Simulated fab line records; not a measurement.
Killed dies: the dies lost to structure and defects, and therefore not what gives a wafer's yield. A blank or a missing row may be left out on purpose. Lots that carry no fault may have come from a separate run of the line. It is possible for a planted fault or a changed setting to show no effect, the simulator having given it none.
Chamber matching || flow rit cmos || pecvd-02 running RIT_CONTACT_CVD_00: 3 sister chambers
The step deposits SiO2 from TEOS, target thk 400 nm, time 61 s. 14 wafers are shown with their chamber, then 7 later ones without.

EACH WAFER AND ITS CHAMBER
{"wafer": "L783.2", "chamber": 1, "heater power w (W)": 301}
{"wafer": "L783.3", "chamber": 0, "heater power w (W)": 272}
{"wafer": "L783.6", "chamber": 2, "heater power w (W)": 425}
{"wafer": "L786.1", "chamber": 0, "heater power w (W)": 282}
{"wafer": "L786.2", "chamber": 1, "heater power w (W)": 285}
{"wafer": "L786.5", "chamber": 1, "heater power w (W)": 288}
{"wafer": "L789.1", "chamber": 2, "heater power w (W)": 350}
{"wafer": "L789.3", "chamber": 0, "heater power w (W)": 245}
{"wafer": "L789.4", "chamber": 0, "heater power w (W)": 261}
{"wafer": "L792.2", "chamber": 2, "heater power w (W)": 407}
{"wafer": "L792.3", "chamber": 0, "heater power w (W)": 252}
{"wafer": "L792.6", "chamber": 2, "heater power w (W)": 420}
{"wafer": "L796.1", "chamber": 1, "heater power w (W)": 315}
{"wafer": "L796.5", "chamber": 1, "heater power w (W)": 226}

SIGNATURES (means of the wafers above)
{"reading": "heater power w", "chamber 0": 262.40, "chamber 1": 283.00, "chamber 2": 400.50, "scatter within a chamber": 28.7}
Rule: for each reading, subtract the chamber's mean from the wafer's reading, divide by that reading's scatter and square the result; add these up over the readings and take the root, which gives the wafer's distance from the chamber. If the next closest chamber is less than 2 further off than the closest, the wafer can't be placed; otherwise it belongs to the closest. The scatter: the root of (the sum of the squares of (reading less its chamber's mean) over the shown wafers, divided by (wafers less chambers)).

WAFERS WITHOUT THEIR CHAMBER
{"wafer": "L796.6", "heater power w (W)": 418}
{"wafer": "L801.3", "heater power w (W)": 285}
{"wafer": "L801.4", "heater power w (W)": 335}
{"wafer": "L801.5", "heater power w (W)": 294}
{"wafer": "L803.1", "heater power w (W)": 423}
{"wafer": "L803.2", "heater power w (W)": 293}
{"wafer": "L803.6", "heater power w (W)": 299}

WHICH CHAMBER EACH ONE RAN IN
{"wafer": "L796.6", "from the rows above": 2, "in truth": 2}
{"wafer": "L801.3", "from the rows above": "can't be placed: 1 or 0", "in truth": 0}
{"wafer": "L801.4", "from the rows above": "can't be placed: 1 or 2 or 0", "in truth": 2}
{"wafer": "L801.5", "from the rows above": "can't be placed: 1 or 0", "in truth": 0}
{"wafer": "L803.1", "from the rows above": 2, "in truth": 2}
{"wafer": "L803.2", "from the rows above": "can't be placed: 1 or 0", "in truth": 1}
{"wafer": "L803.6", "from the rows above": "can't be placed: 1 or 0", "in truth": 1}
Placed correctly: 2 of 7. These rows do not allow placing 5 (true chamber among the candidates in 5). Wrongly placed: 0.
